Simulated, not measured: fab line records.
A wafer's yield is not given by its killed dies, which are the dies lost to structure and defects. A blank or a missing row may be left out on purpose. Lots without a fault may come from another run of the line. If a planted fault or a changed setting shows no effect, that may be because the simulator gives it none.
The same fault as seen by 2 desks -- flow rit-cmos -- numbers are kept per desk, each desk with only its own; the story behind them comes last

## FOR THE TOOL OWNER'S DESK: pvd-sputter-04
The tool's own readings at RIT_M1_SPUTTER_00 (material Al, target thk 400 nm, time 500 s): means of the sampled wafers that have a number, for each lot that ran on this tool. Marked OUT: a lot whose mean sits more than 4 standard deviations from the usual mean, which makes it out of limits; the brackets give that distance.
Columns: A = chamber-pressure-pa at RIT_M1_SPUTTER_00, usual 0.4000 Pa; B = throttle-valve-pct at RIT_M1_SPUTTER_00, usual 29.4 %
lot,first seen here,A,B
L923,day 3 04:26,0.4000,29.8
L925,day 3 18:08,0.3999,29.4
L927,day 4 01:50,0.4004,29.8
L929,day 4 11:17,0.3994,30.5
L937,day 6 02:49,0.4468 (+68) OUT,28.3
L939,day 6 13:04,0.4473 (+69) OUT,28.6
This desk's finding: out of limits on L937, L939; first on L937, day 6 02:49 (chamber-pressure-pa at RIT_M1_SPUTTER_00). Within limits: L923, L925, L927, L929.

## THE METROLOGY DESK
Lot by lot, what the gauges showed, no matter which tool ran the lot: averages of those sampled wafers that carry a number. Marked OUT: a lot whose mean sits more than 4 standard deviations from the usual mean, which makes it out of limits; the brackets give that distance.
Columns: A = FOX1_OXIDE_THK at RIT_FOX1_THK_MEAS_01, usual 337 nm; B = M1_AL_RS at RIT_M1_RS_MEAS_01, usual 0.0734 ohm/sq; C = M1_AL_THK at RIT_M1_THK_MEAS_02, usual 408 nm
lot,first seen here,A,B,C
L923,day 1 17:17,344,0.0737,407
L924,day 1 21:51,324,0.0746,403
L925,day 2 04:21,343,0.0732,409
L927,day 2 13:34,325,0.0733,411
L928,day 2 17:51,347,0.0738,406
L929,day 2 23:26,330,0.0733,410
L930,day 3 04:03,342,0.0730,409
L936,day 4 10:50,334,0.0736,408
L937,day 4 14:56,338,0.0763 (+4.5) OUT,393
L938,day 4 20:06,333,0.0733,408
L939,day 5 00:58,344,0.0764 (+4.6) OUT,393 (-4.0) OUT
L942,day 5 15:49,343,0.0726,412
L944,day 6 01:58,340,0.0731,407
L946,day 6 14:02,340,0.0733,411
Finding of this desk: L937, L939 out of limits, first seen on L937 at day 6 03:07 (M1_AL_RS at RIT_M1_RS_MEAS_01). Within limits: L923, L924, L925, L927, L928, L929, L930, L936, L938, L942, L944, L946.

## ALL TOGETHER
An alarm could have come from the tool owner's desk at day 6 02:49, on L937, L939.
Metrology desk: alarm possible at day 6 03:07 on L937, L939.
Of the lots named, all ran RIT_M1_SPUTTER_00 on pvd-sputter-04.

## WHAT THE SIMULATOR PUT IN
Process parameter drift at RIT_M1_SPUTTER_00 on pvd-sputter-04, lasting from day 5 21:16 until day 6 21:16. From 0.4, the setting chamber-pressure-pa moved by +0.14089. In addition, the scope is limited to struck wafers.
Lots struck among those shown: L937, L939.
Delay (hours) between the fault's onset and each desk's first out-of-limits reading: 6 at the tool owner's desk, 6 at the metrology desk.
